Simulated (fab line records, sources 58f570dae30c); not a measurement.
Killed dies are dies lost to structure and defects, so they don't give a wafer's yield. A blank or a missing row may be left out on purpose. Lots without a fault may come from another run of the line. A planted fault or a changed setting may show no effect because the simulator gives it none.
Tool commonality check | flow berkeley_cmos170 | 15 lots, 45 wafers sampled

WHY IT WAS OPENED
At UCB170_NSD_TW_MEAS_10 the reading NSD_TW is flagged on 3 of 15 lots. Wafers without a fault read 4188, standard deviation 23.
Rule: a lot is flagged when every wafer of it that has a number lies more than 4 standard deviations from that mean, or none has a number. The other lots count as sound.

lot  | measured     | on            | NSD_TW, wafer by wafer | flag
L710 | day 6 18:04  | film_metro-04 | 4212 4150 4162         |
L711 | day 7 00:29  | film_metro-04 | 4187 4179 4179         |
L714 | day 7 13:59  | film_metro-03 | 4203 4193 4167         |
L712 | day 7 18:37  | film_metro-03 | 4188 4176 4193         |
L713 | day 7 20:38  | film_metro-04 | 4173 4156 4181         |
L716 | day 7 20:49  | film_metro-03 | 4161 4153 4189         |
L719 | day 8 13:46  | film_metro-01 | 4221 4222 4220         |
L718 | day 8 15:53  | film_metro-03 | 4167 4153 4178         |
L720 | day 8 19:55  | film_metro-03 | 4177 4179 4185         |
L723 | day 9 06:01  | film_metro-03 | 4188 4198 4185         |
L722 | day 9 06:18  | film_metro-04 | 4195 4215 4195         |
L725 | day 9 20:23  | film_metro-01 | 30 30 30               | FLAGGED
L727 | day 10 07:50 | film_metro-04 | 30 30 30               | FLAGGED
L728 | day 10 08:16 | film_metro-03 | 30 30 30               | FLAGGED
L732 | day 11 19:34 | film_metro-01 | 4223 4235 4242         |
The numbers of the flagged lots are 30 on average: -4158 against the usual, or -99 or more standard deviations.

WHICH TOOL RAN EACH LOT
The record holds 2 process steps before the reading, out of a route of 331 steps. In each cell: the tool, then ch and the chambers that the sampled wafers went through, then the start.
lot  | flag    | UCB170_PSD_STRIP_09                  | UCB170_NSD_STRIP_09
L710 |         | plasma_asher-02 ch 0,1, day 6 16:11  | plasma_asher-04 ch 0,1, day 6 17:57
L711 |         | plasma_asher-03 ch 0,1, day 6 22:35  | plasma_asher-04 ch 0,1, day 7 00:23
L714 |         | plasma_asher-03 ch 1, day 7 12:16    | plasma_asher-02 ch 0, day 7 13:53
L712 |         | plasma_asher-04 ch 0,1, day 7 14:46  | plasma_asher-02 ch 0,1, day 7 18:31
L713 |         | plasma_asher-02 ch 0,1, day 7 18:59  | plasma_asher-02 ch 0,1, day 7 20:32
L716 |         | plasma_asher-03 ch 0,1, day 7 19:14  | plasma_asher-04 ch 0,1, day 7 20:43
L719 |         | plasma_asher-02 ch 0,1, day 8 11:52  | plasma_asher-04 ch 0,1, day 8 13:40
L718 |         | plasma_asher-02 ch 0, day 8 12:29    | plasma_asher-01 ch 0,1, day 8 15:47
L720 |         | plasma_asher-02 ch 0,1, day 8 17:41  | plasma_asher-02 ch 0,1, day 8 19:46
L723 |         | plasma_asher-03 ch 0,1, day 9 03:49  | plasma_asher-04 ch 1, day 9 05:55
L722 |         | plasma_asher-04 ch 0,1, day 9 04:04  | plasma_asher-04 ch 0,1, day 9 06:12
L725 | FLAGGED | plasma_asher-04 ch 0,1, day 9 18:21  | plasma_asher-02 ch 0,1, day 9 20:17
L727 | FLAGGED | plasma_asher-04 ch 0,1, day 10 05:25 | plasma_asher-01 ch 0,1, day 10 07:45
L728 | FLAGGED | plasma_asher-03 ch 0,1, day 10 05:35 | plasma_asher-04 ch 0,1, day 10 08:09
L732 |         | plasma_asher-02 ch 0,1, day 11 17:06 | plasma_asher-02 ch 0,1, day 11 19:28
What these steps do:
- UCB170_PSD_STRIP_09: strips in O2.
- UCB170_NSD_STRIP_09: strips in O2.
- UCB170_NSD_TW_MEAS_10

FLAGGED OVER TOTAL, TOOL BY TOOL (the gauges that took the reading come last)
step                  | tool            | lots run | flagged | share of the flagged lots | sound lots run after its first flagged lot
UCB170_PSD_STRIP_09   | plasma_asher-02 | 6        | 0       | none                      | -
UCB170_PSD_STRIP_09   | plasma_asher-03 | 5        | 1       | some                      | 0
UCB170_PSD_STRIP_09   | plasma_asher-04 | 4        | 2       | some                      | 0
UCB170_NSD_STRIP_09   | plasma_asher-01 | 2        | 1       | some                      | 0
UCB170_NSD_STRIP_09   | plasma_asher-02 | 6        | 1       | some                      | 1 (L732)
UCB170_NSD_STRIP_09   | plasma_asher-04 | 7        | 1       | some                      | 0
UCB170_NSD_TW_MEAS_10 | film_metro-01   | 3        | 1       | some                      | 1 (L732)
UCB170_NSD_TW_MEAS_10 | film_metro-03   | 7        | 1       | some                      | 0
UCB170_NSD_TW_MEAS_10 | film_metro-04   | 5        | 1       | some                      | 0

WHAT THE TABLE ALLOWS
No row of the table ran every flagged lot.

WHAT THE SIMULATOR HAD PUT IN
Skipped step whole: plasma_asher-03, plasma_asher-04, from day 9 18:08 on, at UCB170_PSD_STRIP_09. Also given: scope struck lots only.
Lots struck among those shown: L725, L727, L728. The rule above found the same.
